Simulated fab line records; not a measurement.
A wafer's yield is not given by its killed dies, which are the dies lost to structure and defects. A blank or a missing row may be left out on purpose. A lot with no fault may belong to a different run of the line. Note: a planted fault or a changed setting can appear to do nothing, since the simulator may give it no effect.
Split-lot trial -- flow berkeley_cmos170 -- 5 lots, 23 wafers read, on a route of 331 steps

THE SPLIT
At UCB170_M2_COAT_05 (resist thk 900 nm), the setting spin_rpm was moved away from the recipe's 1500 rpm on 6 of the 23 wafers read, by -7.4% to +3.4%. All remaining wafers had this setting at the recipe value.

The reading comes from the split's own step.

THE READING
KrF_of_M2_COAT_05.thk_nm (the simulator's own value, which no gauge read), in nm, at UCB170_M2_COAT_05 (resist thk 900 nm). The file gives no usual value for it. The 17 wafers here that ran the recipe average 901.2 nm, standard deviation 2.2 nm.

wafer,"tool, chamber at the split","spin_rpm as run, rpm",against the recipe,"KrF_of_M2_COAT_05.thk_nm, nm",against lot-mates on the recipe
L074.1,"litho_track-04, 0",1389,-7.4%,935,+30.2
L074.2,"litho_track-04, 0",1389,-7.4%,938.6,+33.9
L074.3,"litho_track-04, 0",1389,-7.4%,939.3,+34.5
L074.4,"litho_track-04, 0",1500,recipe,904.3,-
L074.6,"litho_track-04, 0",1500,recipe,905.2,-
L075.1,"litho_track-01, 0",1500,recipe,901.2,-
L075.2,"litho_track-01, 0",1500,recipe,902.2,-
L075.6,"litho_track-01, 0",1500,recipe,902.2,-
L075.3,"litho_track-01, 0",1500,recipe,901.8,-
L075.5,"litho_track-01, 0",1500,recipe,903,-
L076.1,"litho_track-04, 0",1500,recipe,898.2,-
L076.2,"litho_track-04, 0",1500,recipe,899.2,-
L076.3,"litho_track-04, 0",1500,recipe,901.2,-
L076.4,"litho_track-04, 0",1500,recipe,898.9,-
L076.5,"litho_track-04, 0",1500,recipe,897.3,-
L084.1,"litho_track-03, 0",1500,recipe,900.8,-
L084.3,"litho_track-03, 0",1500,recipe,899.2,-
L084.6,"litho_track-03, 0",1500,recipe,899.6,-
L085.1,"litho_track-01, 0",1551,+3.4%,885.9,-17.2
L085.2,"litho_track-01, 0",1500,recipe,903,-
L085.3,"litho_track-01, 0",1551,+3.4%,887.6,-15.5
L085.4,"litho_track-01, 0",1551,+3.4%,888.5,-14.6
L085.6,"litho_track-01, 0",1500,recipe,903.3,-

FIT RESULTS
A straight line over all 23 wafers: KrF_of_M2_COAT_05.thk_nm changes by -4.75 nm for each +1% of spin_rpm; r = -0.99; the points scatter about the line by 2.3 nm.
The same after taking each lot's own level away (the mean of its wafers on the recipe; 23 wafers): -4.49 nm for each +1%; r = -1.00; scatter 1.1 nm.
According to that fit, moving spin_rpm by its largest amount changes the reading by 33 nm.
Across the lots, their own levels run from 898.96 to 904.75 nm, a range of 2.7 times the standard deviation given above.
Hence the lot-to-lot level has little effect on the slope; both slopes agree.
Check: with one of the wafers moved furthest among these (-7.4%) left out of the fit, the line predicts +34.2 nm for it against its lot-mates. It came out at +30.2 nm against them.

THE OTHER SPLITS THESE WAFERS WENT THROUGH
Other splits were also applied to these wafers ahead of the reading. Each is held against what the fit with the lots' levels taken away leaves over:
other split on the same wafers,wafers away from the commonest value,r with KrF_of_M2_COAT_05.thk_nm (lot level and that fit taken away)
UCB170_V1_PEB_10 peb_temp_c,9,+0.51

THE WHOLE CHAIN: every reading that the file lists as answering this split, in the file's order
step,what it does,reading,change (the file's fit),r (the file's)
UCB170_M2_COAT_05,resist thk 900 nm,"KrF_of_M2_COAT_05.thk_nm (the simulator's own value, which no gauge read)",-4.48 nm for each +1% of the setting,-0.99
UCB170_M2_STRIP_07,strips in O2,strip_time_to_endpoint_s,withheld for each +1% of the setting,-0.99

FILE'S OWN FIT
KrF_of_M2_COAT_05.thk_nm changes by -4.48 nm for each +1% of spin_rpm, r = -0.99.
